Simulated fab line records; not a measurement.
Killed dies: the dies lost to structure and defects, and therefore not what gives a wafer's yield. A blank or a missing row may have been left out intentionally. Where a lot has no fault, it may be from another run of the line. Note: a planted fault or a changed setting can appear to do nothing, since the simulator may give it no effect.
Which tool is to blame? || flow ritCmos || 15 lots, 45 wafers sampled, at 2 steps of a route of 202

WHAT EACH GAUGE READ, for each wafer
RIT_NRETRO_TW_MEAS_10.
{"lot": "L421", "measured": "day 2 06:39", "on": "filmMetro-04", "NRETRO_TW": "1057 1057 1056"}
{"lot": "L422", "measured": "day 2 13:02", "on": "filmMetro-02", "NRETRO_TW": "1035 1033 1034"}
{"lot": "L423", "measured": "day 2 22:25", "on": "filmMetro-04", "NRETRO_TW": "1055 1050 1051"}
{"lot": "L424", "measured": "day 3 03:38", "on": "filmMetro-02", "NRETRO_TW": "1033 1035 1028"}
{"lot": "L425", "measured": "day 3 10:30", "on": "filmMetro-04", "NRETRO_TW": "1047 1046 1047"}
{"lot": "L426", "measured": "day 3 15:25", "on": "filmMetro-04", "NRETRO_TW": "1045 1047 1047"}
{"lot": "L427", "measured": "day 3 18:24", "on": "filmMetro-02", "NRETRO_TW": "1028 1029 1033"}
{"lot": "L428", "measured": "day 3 23:53", "on": "filmMetro-04", "NRETRO_TW": "1301 1303 1306 1301 1303 1310"}
{"lot": "L429", "measured": "day 4 03:23", "on": "filmMetro-04", "NRETRO_TW": "1304 1309 1304 1307 1304 1308"}
{"lot": "L430", "measured": "day 4 07:54", "on": "filmMetro-01", "NRETRO_TW": "1052 1054 1057"}
{"lot": "L434", "measured": "day 5 04:57", "on": "filmMetro-01", "NRETRO_TW": "1316 1313 1317 1318 1316 1313"}
{"lot": "L439", "measured": "day 6 04:39", "on": "filmMetro-04", "NRETRO_TW": "1047 1042 1046"}
{"lot": "L440", "measured": "day 6 08:59", "on": "filmMetro-04", "NRETRO_TW": "1051 1050 1043"}
{"lot": "L441", "measured": "day 6 13:23", "on": "filmMetro-02", "NRETRO_TW": "1032 1037 1034"}
{"lot": "L443", "measured": "day 6 21:44", "on": "filmMetro-04", "NRETRO_TW": "1046 1049 1042"}

TOOL THAT RAN EACH LOT (tool first, then ch and the chambers of the sampled wafers, then the start)
{"lot": "L421", "RIT_NRETRO_IMPLANT_08": "implanter-04 ch 0, day 2 06:20"}
{"lot": "L422", "RIT_NRETRO_IMPLANT_08": "implanter-04 ch 0, day 2 12:42"}
{"lot": "L423", "RIT_NRETRO_IMPLANT_08": "implanter-03 ch 0, day 2 22:05"}
{"lot": "L424", "RIT_NRETRO_IMPLANT_08": "implanter-04 ch 0, day 3 03:20"}
{"lot": "L425", "RIT_NRETRO_IMPLANT_08": "implanter-04 ch 0, day 3 10:11"}
{"lot": "L426", "RIT_NRETRO_IMPLANT_08": "implanter-04 ch 0, day 3 15:07"}
{"lot": "L427", "RIT_NRETRO_IMPLANT_08": "implanter-02 ch 0, day 3 18:04"}
{"lot": "L428", "RIT_NRETRO_IMPLANT_08": "implanter-04 ch 0, day 3 23:15"}
{"lot": "L429", "RIT_NRETRO_IMPLANT_08": "implanter-02 ch 0, day 4 02:29"}
{"lot": "L430", "RIT_NRETRO_IMPLANT_08": "implanter-02 ch 0, day 4 07:37"}
{"lot": "L434", "RIT_NRETRO_IMPLANT_08": "implanter-04 ch 0, day 5 04:19"}
{"lot": "L439", "RIT_NRETRO_IMPLANT_08": "implanter-02 ch 0, day 6 04:20"}
{"lot": "L440", "RIT_NRETRO_IMPLANT_08": "implanter-03 ch 0, day 6 08:40"}
{"lot": "L441", "RIT_NRETRO_IMPLANT_08": "implanter-03 ch 0, day 6 13:05"}
{"lot": "L443", "RIT_NRETRO_IMPLANT_08": "implanter-04 ch 0, day 6 21:28"}
- RIT_NRETRO_IMPLANT_08

AS READ BY THE TOOLS THEMSELVES (means over the sampled wafers that have a number; for cases with no such wafer, the mark the record gives instead)
RIT_NRETRO_IMPLANT_08.
{"lot": "L421", "tool": "implanter-04", "beamOnS (s)": 9.98}
{"lot": "L422", "tool": "implanter-04", "beamOnS (s)": 10.12}
{"lot": "L423", "tool": "implanter-03", "beamOnS (s)": 9.91}
{"lot": "L424", "tool": "implanter-04", "beamOnS (s)": 9.97}
{"lot": "L425", "tool": "implanter-04", "beamOnS (s)": 10.06}
{"lot": "L426", "tool": "implanter-04", "beamOnS (s)": 10.19}
{"lot": "L427", "tool": "implanter-02", "beamOnS (s)": 9.97}
{"lot": "L428", "tool": "implanter-04", "beamOnS (s)": 10.00}
{"lot": "L429", "tool": "implanter-02", "beamOnS (s)": 9.80}
{"lot": "L430", "tool": "implanter-02", "beamOnS (s)": 10.18}
{"lot": "L434", "tool": "implanter-04", "beamOnS (s)": 10.00}
{"lot": "L439", "tool": "implanter-02", "beamOnS (s)": 10.04}
{"lot": "L440", "tool": "implanter-03", "beamOnS (s)": 10.27}
{"lot": "L441", "tool": "implanter-03", "beamOnS (s)": 10.09}
{"lot": "L443", "tool": "implanter-04", "beamOnS (s)": 9.96}

THE ANSWER, worked out from the rows above alone
Rule: the usual values come from the lots themselves. The widest of any qualifying gaps counts: lots, ordered by their means at a reading, are off when they make up no more than a third of the lots, leave a main group of 4 or more, and stand apart from it by 3 or more times the standard deviation of that group's means. A main group is skipped when, at the precision printed for the reading in the tables above, its means are all equal. A lot without any number at a reading at which 4 lots or more have one is off too. All remaining lots with rows at the step are treated as sound. Order of review: gauges by route order, followed by the tools' own readings, for which a lot's mean as printed above is used. The first step at which some lot is off is used, and at that step the reading that is off furthest; a lot without a number counts as furthest.
Off: L428, L429, L434, at RIT_NRETRO_TW_MEAS_10 (NRETRO_TW). The main group: mean 1044, standard deviation 8.6.
If a tool, at a process step before that reading, ran all the lots that are off and no sound lot after the first of them, it fits. Gauges at RIT_NRETRO_TW_MEAS_10: tried the same way as those tools. Not one of the candidates tried fits.

WHAT THE SIMULATOR HAD INSERTED
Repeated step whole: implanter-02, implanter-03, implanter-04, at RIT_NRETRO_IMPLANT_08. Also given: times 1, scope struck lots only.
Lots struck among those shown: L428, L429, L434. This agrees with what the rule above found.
